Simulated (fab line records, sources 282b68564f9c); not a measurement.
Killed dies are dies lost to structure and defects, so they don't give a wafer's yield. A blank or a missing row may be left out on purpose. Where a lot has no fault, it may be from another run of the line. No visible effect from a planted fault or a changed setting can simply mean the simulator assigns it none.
fab line records | flow ritCmos
[record] lots = 5 wafers = 27
route steps=202 shown ACTIVE@11 GATE@91 SDANNEAL@156 PSD@157 NSD@158 PLDD@159 NLDD@160 M1@202
startH: start of the lot's first displayed wafer, in hours after the record's first day | waitH: hours from the lot's prior step to this one | " same as the row above | L1.1+2: a single row standing in for several wafers | - value missing, or start not given | * or withheld: withheld | < > ~ a bound
route shown NAME@n: a module of which the file shows steps, and the number in the route of the first | usual: mean and standard deviation over wafers with no fault | same: alike in all rows | chamber/n: place in a boat | sites: readings site by site | _std_site: standard deviation of those values | _edge_site: inner sites' mean taken away from outer sites' mean | radiusMm: how far each site lies from the wafer's centre | mask NAME#n: copy n | behind: the most recent tool/chamber to have shaped the wafer | hold: cause of the lot's hold/its duration in hours/its outcome | device: the transistor (n, p or np) that didn't switch | end of line: the route-end tests of the same wafers | a step without rows: its recipe alone | killed: at the first sort, the dies lost to defects and structure; wafer yield is something else | map: dies across one wafer; x = killed, . = not, _ = none there
set.NAME: setting as actually run; set.NAME@STEP: the setting as run at that earlier step | model.NAME: the simulator's own value behind a step, which no gauge read
lots whose settings were changed on purpose; a table a step, a row a wafer
[[steps]]
[step RIT_ACTIVE_DEVELOP_10]
[recipe] resist = NOVOLAK developTimeS = 50 devTempC = 23
// columns lot.wafer tool chamber startH waitH set.developTimeS
L074.1+2+3+4+5+6 lithoTrack-04 0 - - 50
L079.1+2+3+4+5+6 lithoTrack-01 0 - - 50
L081.2+3+4 lithoTrack-03 0 - - 50
L082.1+2+3 lithoTrack-01 0 - - 42.32
L082.4+5+6 " 0 " " 50
L084.1+4+6 lithoTrack-01 0 - - 50
L084.2+3+5 " 0 " " 35.38
[step RIT_ACTIVE_CD_MEAS_11]
[recipe] targetCdNm = 1400
[usual] cdNm = 1400.8/1.7
// columns lot.wafer tool chamber startH waitH set.developTimeS@ACTIVE_DEVELOP_10 cdNm
L074.1 cdSem-02 - 15.50 - 50 1402.7
L074.2 " - " " 50 1402.8
L074.3 " - " " 50 1403.5
L074.4 " - " " 50 1401.8
L074.5 " - " " 50 1402.7
L074.6 " - " " 50 1402.5
L079.1 cdSem-01 - 40.67 - 50 1402.2
L079.2 " - " " 50 1401.4
L079.3 " - " " 50 1402.7
L079.4 " - " " 50 1400.4
L079.5 " - " " 50 1401.1
L079.6 " - " " 50 1400.3
L081.2 cdSem-02 - 51.23 - 50 1399.4
L081.3 " - " " 50 1399.0
L081.4 " - " " 50 1401.5
L082.1 cdSem-01 - 56.11 - 42.32 1419.0
L082.2 " - " " 42.32 1418.3
L082.3 " - " " 42.32 1417.5
L082.4 " - " " 50 1402.3
L082.5 " - " " 50 1401.0
L082.6 " - " " 50 1403.3
L084.1 cdSem-01 - 65.58 - 50 1398.1
L084.2 " - " " 35.38 1435.5
L084.3 " - " " 35.38 1433.3
L084.4 " - " " 50 1400.4
L084.5 " - " " 35.38 1433.2
L084.6 " - " " 50 1401.0
[step RIT_ACTIVE_HARDBAKE_12]
[recipe] resist = NOVOLAK tempC = 140 timeS = 60
[step RIT_ACTIVE_ETCH_13]
[recipe] stopOn = SiO2 chemistry = SF6 target = Si3N4 timeS = 210 overEtchFrac = 0.4 SF6_flow_sccm = 200 pressureMtorr = 260 rfW = 125 targetDepthA = 2100
// columns lot.wafer tool chamber startH waitH set.developTimeS@ACTIVE_DEVELOP_10 model.ACTIVE.cdNm
L074.1+2+5 rieDiel-03 3,2,2 15.96 0.1 50 1403
L074.3 " 0 " " 50 1404
L074.4+6 " 1,3 " " 50 1402
L079.1+2 rieDiel-01 0,2 40.94 0.1 50 1402
L079.3 " 1 " " 50 1403
L079.4 " 3 " " 50 1401
L079.5 " 1 " " 50 -
L079.6 " 2 " " 50 1400
L081.2+3 rieDiel-03 2,3 51.48 0.1 50 1399
L081.4 " 1 " " 50 1401
L082.1+2+3 rieDiel-04 0,1,3 56.38 0.1 42.32 1418
L082.4+6 " 2,1 " " 50 1403
L082.5 " 2 " " 50 1401
L084.1 rieDiel-01 3 65.85 0.1 50 1398
L084.2 " 1 " " 35.38 1436
L084.3+5 " 0,1 " " 35.38 1433
L084.4 " 2 " " 50 1400
L084.6 " 2 " " 50 1401
[step RIT_ACTIVE_STRIP_14]
[recipe] chemistry = O2 timeS = 180 resist = NOVOLAK platenTempC = withheld powerW = 500 pressureMtorr = 4000 o2FlowSccm = 4000
[step RIT_ACTIVE_CD_MEAS_90]
[recipe] targetCdNm = 1400
[usual] cdNm = 1400.8/1.7
// columns lot.wafer tool chamber startH waitH set.developTimeS@ACTIVE_DEVELOP_10 cdNm
L074.1 cdSem-01 - 16.27 0.1 50 1402.8
L074.2 " - " " 50 1402.5
L074.3 " - " " 50 1403.8
L074.4 " - " " 50 1401.9
L074.5 " - " " 50 1402.5
L074.6 " - " " 50 1401.9
L079.1 cdSem-02 - 41.25 0.1 50 1401.8
L079.2 " - " " 50 1401.5
L079.3 " - " " 50 1402.6
L079.4 " - " " 50 1400.9
L079.5 " - " " 50 1400.8
L079.6 " - " " 50 1400.5
L081.2 cdSem-01 - 51.81 0.1 50 1399.5
L081.3 " - " " 50 1398.8
L081.4 " - " " 50 1401.8
L082.1 cdSem-01 - 56.69 0.1 42.32 1418.7
L082.2 " - " " 42.32 1418.0
L082.3 " - " " 42.32 1417.7
L082.4 " - " " 50 1402.5
L082.5 " - " " 50 1401.3
L082.6 " - " " 50 1403.3
L084.1 cdSem-02 - 66.16 0.1 50 1398.4
L084.2 " - " " 35.38 1435.4
L084.3 " - " " 35.38 1433.4
L084.4 " - " " 50 1400.3
L084.5 " - " " 35.38 1432.9
L084.6 " - " " 50 1401.0
[step RIT_GATE_DEVELOP_15]
[recipe] resist = NOVOLAK developTimeS = 50 devTempC = 23
// columns lot.wafer tool chamber startH waitH set.developTimeS
L074.1+3+4 lithoTrack-03 0 - - 50
L074.2+5+6 " 0 " " 23.13
L079.1+2+6 lithoTrack-02 0 - - 79.38
L079.3+4+5 " 0 " " 50
L081.2+3+4 lithoTrack-02 0 - - 50
L082.1+2+4 lithoTrack-02 0 - - 50
L082.3+5+6 " 0 " " 21.35
L084.1+3+4 lithoTrack-03 0 - - 28.95
L084.2+5+6 " 0 " " 50
[step RIT_SDANNEAL_RTA_03]
[recipe] tempC = 1050 timeS = 5 idleTempC = 600 rampUpCPerS = 342 rampDownCPerS = 171 coolToC = 600 ambient = N2
// columns lot.wafer tool chamber startH waitH set.timeS
L074.1+2+5 rtpAnneal-02 0 57.71 0.0 5
L074.3+4+6 " 0 " " 2.229
L079.1+2+3+4+5+6 rtpAnneal-01 0 76.12 0.0 5
L081.2+3+4 rtpAnneal-01 0 90.11 0.0 5
L082.1+3+5 rtpAnneal-02 0 96.53 0.0 5
L082.2+4+6 " 0 " " 6.389
L084.1+5+6 rtpAnneal-02 0 105.39 0.0 6.323
L084.2+3+4 " 0 " " 5
[step RIT_SDANNEAL_RS_MEAS_04]
[recipe] thkMeasGauge = four-point-probe
[usual] PSD_RS = 115.94/0.27
// columns lot.wafer tool chamber startH waitH set.timeS@SDANNEAL_RTA_03 PSD_RS[ohm/sq]
L074.1 filmMetro-04 - 57.77 0.0 5 116.20
L074.2 " - " " 5 116.01
L074.3 " - " " 2.229 126.03
L074.4 " - " " 2.229 125.92
L074.5 " - " " 5 115.76
L074.6 " - " " 2.229 125.51
L079.1 filmMetro-02 - 76.18 0.0 5 115.97
L079.2 " - " " 5 116.17
L079.3 " - " " 5 115.71
L079.4 " - " " 5 116.37
L079.5 " - " " 5 115.92
L079.6 " - " " 5 116.24
L081.2 filmMetro-04 - 90.18 0.1 5 115.85
L081.3 " - " " 5 115.68
L081.4 " - " " 5 115.89
L082.1 filmMetro-04 - 96.58 0.0 5 116.22
L082.2 " - " " 6.389 112.44
L082.3 " - " " 5 116.16
L082.4 " - " " 6.389 112.39
L082.5 " - " " 5 116.38
L082.6 " - " " 6.389 112.60
L084.1 filmMetro-03 - 105.45 0.0 6.323 112.07
L084.2 " - " " 5 115.71
L084.3 " - " " 5 115.66
L084.4 " - " " 5 115.16
L084.5 " - " " 6.323 111.99
L084.6 " - " " 6.323 112.15
[step RIT_SDANNEAL_RS_MEAS_05]
[recipe] thkMeasGauge = four-point-probe
[usual] NSD_RS = 84.5/0.33
// columns lot.wafer tool chamber startH waitH set.timeS@SDANNEAL_RTA_03 NSD_RS[ohm/sq]
L074.1 filmMetro-04 - 57.89 0.1 5 84.5
L074.2 " - " " 5 84.9
L074.3 " - " " 2.229 86.0
L074.4 " - " " 2.229 85.8
L074.5 " - " " 5 84.5
L074.6 " - " " 2.229 86.3
L079.1 filmMetro-02 - 76.30 0.1 5 84.4
L079.2 " - " " 5 84.6
L079.3 " - " " 5 84.8
L079.4 " - " " 5 84.6
L079.5 " - " " 5 84.6
L079.6 " - " " 5 84.7
L081.2 filmMetro-04 - 90.30 0.1 5 84.8
L081.3 " - " " 5 84.8
L081.4 " - " " 5 84.6
L082.1 filmMetro-04 - 96.70 0.1 5 84.9
L082.2 " - " " 6.389 84.4
L082.3 " - " " 5 84.9
L082.4 " - " " 6.389 84.3
L082.5 " - " " 5 84.7
L082.6 " - " " 6.389 84.3
L084.1 filmMetro-03 - 105.57 0.1 6.323 83.4
L084.2 " - " " 5 83.9
L084.3 " - " " 5 84.0
L084.4 " - " " 5 84.0
L084.5 " - " " 6.323 83.4
L084.6 " - " " 6.323 83.5
[step RIT_SDANNEAL_RS_MEAS_06]
[recipe] thkMeasGauge = four-point-probe
[usual] PLDD_RS = 178.8/0.45
// columns lot.wafer tool chamber startH waitH set.timeS@SDANNEAL_RTA_03 PLDD_RS[ohm/sq]
L074.1 filmMetro-04 - 58.01 0.1 5 178.9
L074.2 " - " " 5 178.7
L074.3 " - " " 2.229 191.9
L074.4 " - " " 2.229 191.3
L074.5 " - " " 5 179.4
L074.6 " - " " 2.229 190.9
L079.1 filmMetro-02 - 76.42 0.1 5 179.1
L079.2 " - " " 5 179.2
L079.3 " - " " 5 179.2
L079.4 " - " " 5 179.5
L079.5 " - " " 5 178.9
L079.6 " - " " 5 178.9
L081.2 filmMetro-04 - 90.42 0.1 5 179.0
L081.3 " - " " 5 178.2
L081.4 " - " " 5 178.5
L082.1 filmMetro-04 - 96.82 0.1 5 179.1
L082.2 " - " " 6.389 175.4
L082.3 " - " " 5 179.8
L082.4 " - " " 6.389 175.9
L082.5 " - " " 5 179.8
L082.6 " - " " 6.389 175.4
L084.1 filmMetro-03 - 105.69 0.1 6.323 174.5
L084.2 " - " " 5 178.7
L084.3 " - " " 5 178.1
L084.4 " - " " 5 178.7
L084.5 " - " " 6.323 174.8
L084.6 " - " " 6.323 175.2
[step RIT_SDANNEAL_RS_MEAS_07]
[recipe] thkMeasGauge = four-point-probe
[usual] NLDD_RS = 151.7/0.52
// columns lot.wafer tool chamber startH waitH set.timeS@SDANNEAL_RTA_03 NLDD_RS[ohm/sq]
L074.1 filmMetro-04 - 58.13 0.1 5 151.8
L074.2 " - " " 5 152.4
L074.3 " - " " 2.229 153.8
L074.4 " - " " 2.229 153.6
L074.5 " - " " 5 151.9
L074.6 " - " " 2.229 153.7
L079.1 filmMetro-02 - 76.54 0.1 5 152.0
L079.2 " - " " 5 151.5
L079.3 " - " " 5 152.3
L079.4 " - " " 5 151.9
L079.5 " - " " 5 151.9
L079.6 " - " " 5 152.4
L081.2 filmMetro-04 - 90.54 0.1 5 152.3
L081.3 " - " " 5 152.7
L081.4 " - " " 5 152.5
L082.1 filmMetro-04 - 96.94 0.1 5 152.2
L082.2 " - " " 6.389 152.2
L082.3 " - " " 5 152.5
L082.4 " - " " 6.389 151.8
L082.5 " - " " 5 152.4
L082.6 " - " " 6.389 151.3
L084.1 filmMetro-03 - 105.81 0.1 6.323 150.9
L084.2 " - " " 5 151.6
L084.3 " - " " 5 151.5
L084.4 " - " " 5 151.7
L084.5 " - " " 6.323 150.8
L084.6 " - " " 6.323 151.0
[step RIT_M1_PROBE_99]
[usual] killed_at_M0_to_M3 = 0.0/0.12 killedAtContacts = 0.1/0.23 killedAtFrontEnd = 7/3.1 killedDies = 7/3.2 killedOpen = 3.6/2.1 killedShort = 3.5/1.9
[same] grossDies = 264 killed_at_M4_up = 0 killedAtBackSide = 0 killedAtOther = 0
// columns lot.wafer tool chamber startH waitH set.developTimeS@GATE_DEVELOP_15 killed_at_M0_to_M3 killedAtContacts killedAtFrontEnd killedDies killedOpen killedShort model.etest.nmos_0p15.driveUaUm model.etest.nmos_0p15.rOnOhmUm model.etest.nmos_0p3.rOnOhmUm model.etest.nmosTurned.driveUaUm model.etest.pmos_0p15.driveUaUm model.etest.pmos_0p15.rOnOhmUm model.etest.pmos_0p3.rOnOhmUm model.etest.pmosTurned.rOnOhmUm
L074.1 prober-02 - 65.49 0.1 50 0 0 1 1 0 1 454.2 1159 2201 293.9 262.2 2689 6268 3387
L074.2 prober-02 - 65.54 0.1 23.13 0 0 264 264 1 2 215.7 2210 3256 184.4 106.3 6085 9608 6757
L074.3 prober-02 - 65.59 0.2 50 0 0 5 5 2 3 420.1 1171 2261 265.7 219.6 3127 6741 4210
L074.4 prober-02 - 65.64 0.2 50 0 0 7 7 2 5 418.4 1175 2251 270.1 218.3 3158 6683 4205
L074.5 prober-02 - 65.69 0.2 23.13 0 0 264 264 7 3 216.5 2218 3255 183.4 104.7 6116 9718 6782
L074.6 prober-02 - 65.74 0.2 23.13 0 0 264 264 2 3 203.6 2308 3388 167.8 95.67 6718 1.042e+04 7810
L079.1 prober-02 - 83.59 0.1 79.38 0 0 264 264 8 5 - - 1599 - - - 4447 -
L079.2 prober-02 - 83.64 0.1 79.38 0 0 264 264 5 3 - - 1608 - - - 4478 -
L079.3 prober-02 - 83.69 0.2 50 0 0 6 6 3 3 477.4 1129 2174 324.8 263.7 2721 6203 3374
L079.4 prober-02 - 83.74 0.2 50 0 0 8 8 4 4 475.6 1126 2153 329.3 262.6 2734 6249 3388
L079.5 prober-02 - 83.79 0.2 50 0 0 12 12 8 4 492.3 1103 2136 340.7 272.4 2635 6156 3287
L079.6 prober-02 - 83.84 0.2 79.38 0 0 264 264 7 7 - - 1617 - - - 4511 -
L081.2 prober-02 - 97.61 0.1 50 0 0 4 4 1 3 499.5 1091 2108 324.7 279.7 2556 6002 3252
L081.3 prober-02 - 97.66 0.2 50 0 0 10 10 3 6 489.4 1086 2113 332.4 278.1 2555 6072 3188
L081.4 prober-02 - 97.71 0.2 50 0 0 5 5 1 4 494.3 1070 2115 340.9 283.8 2529 6055 3161
L082.1 prober-01 - 104.02 0.1 50 0 0 4 4 2 2 490.1 1053 2129 350.2 256.9 2737 6305 3400
L082.2 prober-01 - 104.07 0.1 50 0 0 4 4 3 1 501 1087 2094 367.1 278.1 2618 6097 3175
L082.3 prober-01 - 104.12 0.2 21.35 0 0 264 264 4 9 213.6 2277 3266 190.4 94.78 6734 1.036e+04 7415
L082.4 prober-01 - 104.17 0.2 50 0 0 7 7 4 3 504.4 1072 2116 367 279.4 2615 6193 3203
L082.5 prober-01 - 104.22 0.2 21.35 0 0 264 264 7 3 207.7 2279 3322 186.2 94.59 6797 1.04e+04 7358
L082.6 prober-01 - 104.27 0.2 21.35 0 0 264 264 3 3 215.1 2257 3280 191.6 101.5 6441 9945 7026
L084.1 prober-01 - 112.94 0.1 28.95 0 0 264 264 6 3 265.2 1820 2818 231 134.7 4981 8371 5525
L084.2 prober-01 - 112.99 0.1 50 0 1 8 9 7 2 479.8 1090 2077 355.9 263.1 2708 6054 3289
L084.3 prober-01 - 113.04 0.2 28.95 0 1 263 264 5 8 269.1 1824 2788 232.2 130.9 5102 8476 5705
L084.4 prober-01 - 113.09 0.2 28.95 0 0 264 264 9 5 270.1 1808 2818 233.7 133 5020 8463 5572
L084.5 prober-01 - 113.14 0.2 50 0 0 7 7 3 4 502.7 1051 2058 370.6 289.6 2497 5850 3013
L084.6 prober-01 - 113.19 0.2 50 1 0 5 6 3 2 481.9 1114 2110 354.9 278.4 2624 5934 3162
// killed by level:class
L074.1 SILICIDE:geometricParticle:short=1
L074.2 GATE:areaDevelop=261 REOX:geometricParticle:open=1 REOX:geometricParticle:short=1 SILICIDE:geometricParticle:short=1
L074.3 ACTIVE:geometricParticle:short=1 FOX1:geometricParticle:open=1 SPACER:geometricParticle:open=1 SPACER:geometricParticle:short=1 SILICIDE:geometricParticle:short=1
L074.4 GATE:geometricParticle:short=3 GATE:geometricParticle:open=1 REOX:geometricParticle:short=1 SPACER:geometricParticle:short=1 SILICIDE:geometricParticle:open=1
L074.5 GATE:areaDevelop=254 REOX:geometricParticle:open=4 GATE:geometricParticle:open=2 FOX1:geometricParticle:short=1 GATE:geometricParticle:short=1 REOX:geometricParticle:short=1 SILICIDE:geometricParticle:open=1
L074.6 GATE:areaDevelop=259 FOX2:geometricParticle:open=1 GATE:geometricParticle:open=1 GATE:geometricParticle:short=1 REOX:geometricParticle:short=1 SILICIDE:geometricParticle:short=1
L079.1 GATE:areaDevelop=251 GATE:geometricParticle:open=5 FOX1:geometricParticle:open=2 FOX1:geometricParticle:short=2 GATE:geometricParticle:short=2 FOX2:geometricParticle:open=1 REOX:geometricParticle:short=1
L079.2 GATE:areaDevelop=256 GATE:geometricParticle:open=4 ACTIVE:geometricParticle:short=1 FOX1:geometricParticle:short=1 GATE:geometricParticle:short=1 REOX:geometricParticle:open=1
L079.3 GATE:geometricParticle:short=3 FOX1:geometricParticle:open=1 GATE:geometricParticle:open=1 REOX:geometricParticle:open=1
L079.4 GATE:geometricParticle:short=3 GATE:geometricParticle:open=3 FOX1:geometricParticle:short=1 REOX:geometricParticle:open=1
L079.5 FOX2:geometricParticle:open=4 SILICIDE:geometricParticle:open=2 FOX1:geometricParticle:short=1 FOX2:geometricParticle:short=1 GATE:geometricParticle:short=1 GATE:geometricParticle:open=1 REOX:geometricParticle:open=1 SPACER:geometricParticle:short=1
L079.6 GATE:areaDevelop=250 GATE:geometricParticle:short=4 FOX2:geometricParticle:open=2 GATE:geometricParticle:open=2 REOX:geometricParticle:short=2 REOX:geometricParticle:open=2 FOX1:geometricParticle:short=1 FOX1:geometricParticle:open=1
L081.2 FOX1:geometricParticle:short=2 GATE:geometricParticle:short=1 GATE:geometricParticle:open=1
L081.3 FOX1:geometricParticle:open=3 GATE:geometricParticle:short=2 FOX1:geometricParticle:short=1 FOX2:geometricParticle:short=1 SPACER:geometricParticle:short=1 SILICIDE:geometricParticle:short=1 PRETRO:coatMicrobubblePrinted=1
L081.4 FOX1:geometricParticle:short=1 GATE:geometricParticle:short=1 REOX:geometricParticle:short=1 REOX:geometricParticle:open=1 SPACER:geometricParticle:short=1
L082.1 FOX1:geometricParticle:open=1 GATE:geometricParticle:short=1 GATE:geometricParticle:open=1 SILICIDE:geometricParticle:short=1
L082.2 FOX1:geometricParticle:open=2 GATE:geometricParticle:short=1 SPACER:geometricParticle:open=1
L082.3 GATE:areaDevelop=251 GATE:geometricParticle:short=5 FOX2:geometricParticle:open=3 SPACER:geometricParticle:short=2 FOX1:geometricParticle:short=1 FOX2:geometricParticle:short=1 GATE:geometricParticle:open=1
L082.4 FOX1:geometricParticle:open=2 FOX2:geometricParticle:short=1 FOX2:geometricParticle:open=1 GATE:geometricParticle:open=1 GATE:geometricParticle:short=1 SPACER:geometricParticle:short=1
L082.5 GATE:areaDevelop=254 FOX1:geometricParticle:open=3 FOX1:geometricParticle:short=1 FOX2:geometricParticle:open=1 GATE:geometricParticle:open=1 GATE:geometricParticle:short=1 REOX:geometricParticle:open=1 SPACER:geometricParticle:open=1
L082.6 GATE:areaDevelop=258 GATE:geometricParticle:open=2 FOX1:geometricParticle:open=1 GATE:geometricParticle:short=1 SPACER:geometricParticle:short=1 SILICIDE:geometricParticle:short=1
L084.1 GATE:areaDevelop=255 GATE:geometricParticle:open=2 ACTIVE:geometricParticle:short=1 FOX1:geometricParticle:open=1 FOX2:geometricParticle:open=1 GATE:geometricParticle:short=1 REOX:geometricParticle:short=1 REOX:geometricParticle:open=1
L084.2 FOX1:geometricParticle:open=3 GATE:geometricParticle:open=3 FOX1:geometricParticle:short=1 SPACER:geometricParticle:open=1 CONTACT:geometricParticle:short=1
L084.3 GATE:areaDevelop=251 FOX1:geometricParticle:short=5 FOX1:geometricParticle:open=3 FOX2:geometricParticle:open=2 GATE:geometricParticle:short=1 SILICIDE:geometricParticle:short=1 CONTACT:geometricParticle:short=1
L084.4 GATE:areaDevelop=250 FOX1:geometricParticle:open=5 GATE:geometricParticle:open=3 GATE:geometricParticle:short=2 FOX1:geometricParticle:short=2 ACTIVE:geometricParticle:open=1 REOX:geometricParticle:short=1
L084.5 FOX1:geometricParticle:short=2 GATE:geometricParticle:short=1 GATE:geometricParticle:open=1 REOX:geometricParticle:open=1 SPACER:geometricParticle:short=1 SPACER:geometricParticle:open=1
L084.6 FOX1:geometricParticle:open=1 FOX1:geometricParticle:short=1 GATE:geometricParticle:short=1 REOX:geometricParticle:open=1 SPACER:geometricParticle:open=1 M1:coatMicrobubblePrinted=1
[[key]]
[split] step = RIT_ACTIVE_DEVELOP_10 setting = developTimeS stated = 50 by = wafer
[response] step = RIT_ACTIVE_CD_MEAS_11 reading = cdNm change = -1.14 per = 1% r = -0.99
[response] step = RIT_ACTIVE_ETCH_13 reading = model.ACTIVE.cdNm change = -1.13 per = 1% r = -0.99
[response] step = RIT_ACTIVE_CD_MEAS_90 reading = cdNm change = -1.13 per = 1% r = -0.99
[split] step = RIT_GATE_DEVELOP_15 setting = developTimeS stated = 50 by = wafer
[response] step = RIT_M1_PROBE_99 reading = model.etest.pmosTurned.rOnOhmUm change = -63.4 per = 1% r = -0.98
[response] step = RIT_M1_PROBE_99 reading = model.etest.pmos_0p15.rOnOhmUm change = -64.1 per = 1% r = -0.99
[response] step = RIT_M1_PROBE_99 reading = model.etest.pmos_0p3.rOnOhmUm change = -54.2 per = 1% r = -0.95
[response] step = RIT_M1_PROBE_99 reading = model.etest.nmos_0p15.rOnOhmUm change = -19.8 per = 1% r = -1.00
[response] step = RIT_M1_PROBE_99 reading = model.etest.nmos_0p3.rOnOhmUm change = -16.4 per = 1% r = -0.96
[response] step = RIT_M1_PROBE_99 reading = model.etest.nmos_0p15.driveUaUm change = +4.71 per = 1% r = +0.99
[response] step = RIT_M1_PROBE_99 reading = model.etest.pmos_0p15.driveUaUm change = +2.91 per = 1% r = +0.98
[response] step = RIT_M1_PROBE_99 reading = model.etest.nmosTurned.driveUaUm change = +2.58 per = 1% r = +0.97
[split] step = RIT_SDANNEAL_RTA_03 setting = timeS stated = 5 by = wafer
[response] step = RIT_SDANNEAL_RS_MEAS_04 reading = PSD_RS change = -0.163 per = 1% r = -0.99
[response] step = RIT_SDANNEAL_RS_MEAS_05 reading = NSD_RS change = -0.0234 per = 1% r = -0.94
[response] step = RIT_SDANNEAL_RS_MEAS_06 reading = PLDD_RS change = -0.196 per = 1% r = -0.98
[response] step = RIT_SDANNEAL_RS_MEAS_07 reading = NLDD_RS change = -0.0283 per = 1% r = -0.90
